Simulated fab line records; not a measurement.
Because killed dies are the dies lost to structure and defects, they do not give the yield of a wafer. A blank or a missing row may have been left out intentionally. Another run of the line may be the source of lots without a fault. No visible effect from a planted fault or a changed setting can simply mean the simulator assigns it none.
Code-filled problem report in 8D (eight disciplines) form | flow berkeley cmos170 | the parts of the form that need people (team, actions taken, sign-off) are left out

== 1. WHAT IS WRONG ==
Wafers without a fault read 1.0, standard deviation 0.88; killed_at_M0_to_M3 at UCB170_M3_PROBE_99 reads a mean of 29.9 on 9 wafers belonging to 3 lots. That puts it +33 standard deviations away from the usual mean.
First seen on wafer L248.1, day 10 21:54, on prober-02. The record has a number at this step for 45 wafers belonging to 15 lots. Rule for "out", or "out of limits": more than 4 standard deviations from the usual mean. The rest of the wafers with a number are treated as sound.

== 2. WHAT THIS IS AND IS NOT ==
question                    | is                                                    | is not
which readings at this step | killed_at_M0_to_M3, defect limited yield, killed dies | killed open
which lots                  | L248, L251, L252                                      | L232, L233, L234, L236, L237, L239, L240, L242, L245, L246, L253, L255
which wafers of those lots  | all that have a number                                | -
read on which tools         | prober-01, prober-02                                  | -
when                        | from day 10 21:54                                     | up to then (30 sound wafers); but 6 sound wafers of L253, L255 came after

== 3. SUSPECTS, AND WHAT RULES EACH OUT ==
Counting: a tool at a process step up to the reading stays a suspect if it ran every lot that is out and no sound lot after the first of them.
- plasma asher-03 at UCB170_M2_STRIP_07 (strips in O2): kept. Every lot that is out went through it, starting with L248 (day 10 13:43), and after that it ran no sound lot; the last sound lot it ran before then is L246 (day 10 08:41).
Left after counting: plasma asher-03 at UCB170_M2_STRIP_07.

== 4. THE CAUSE (what the simulator had put in) ==
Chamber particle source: plasma asher-03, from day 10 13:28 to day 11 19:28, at UCB170_M2_STRIP_07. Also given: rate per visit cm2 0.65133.
This tool alone remained once counting was done.

== 5. THE EFFECT CHAIN, in route order ==
Rows list readings where the struck wafers' mean (over those with a number) sits beyond 3 standard deviations from the usual. Only readings for which the record gives a usual standard deviation are gone through. hours: the time from each lot's start at the first step in this table that gives one to its start at this step, as a median over the lots. sigmas: the change in usual standard deviations.
hours | step               | reading              | usual  | on struck wafers | change | sigmas
0     | UCB170_M3_PROBE_99 | defect limited yield | 98.6 % | 87.6             | -11.0  | -14
0     | UCB170_M3_PROBE_99 | killed_at_M0_to_M3   | 1.0    | 29.9             | +28.9  | +33
0     | UCB170_M3_PROBE_99 | killed dies          | 3.6    | 32.7             | +29.1  | +14
Its process steps:
- UCB170_M3_PROBE_99

== 6. WHAT WOULD HAVE CAUGHT IT SOONER ==
First out-of-limits reading in this record: day 10 21:54, which is 8 hours after fault onset at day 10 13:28.
No tool reading at UCB170_M2_STRIP_07 that has a usual standard deviation in the record was out on any struck wafer, so an alarm limit of 4 standard deviations on those readings would not have fired.
Among the 3 lots that are out, L251, L252 began UCB170_M2_STRIP_07 on plasma asher-03 after day 10 21:54. A hold on the tool at that time would have spared those 2.
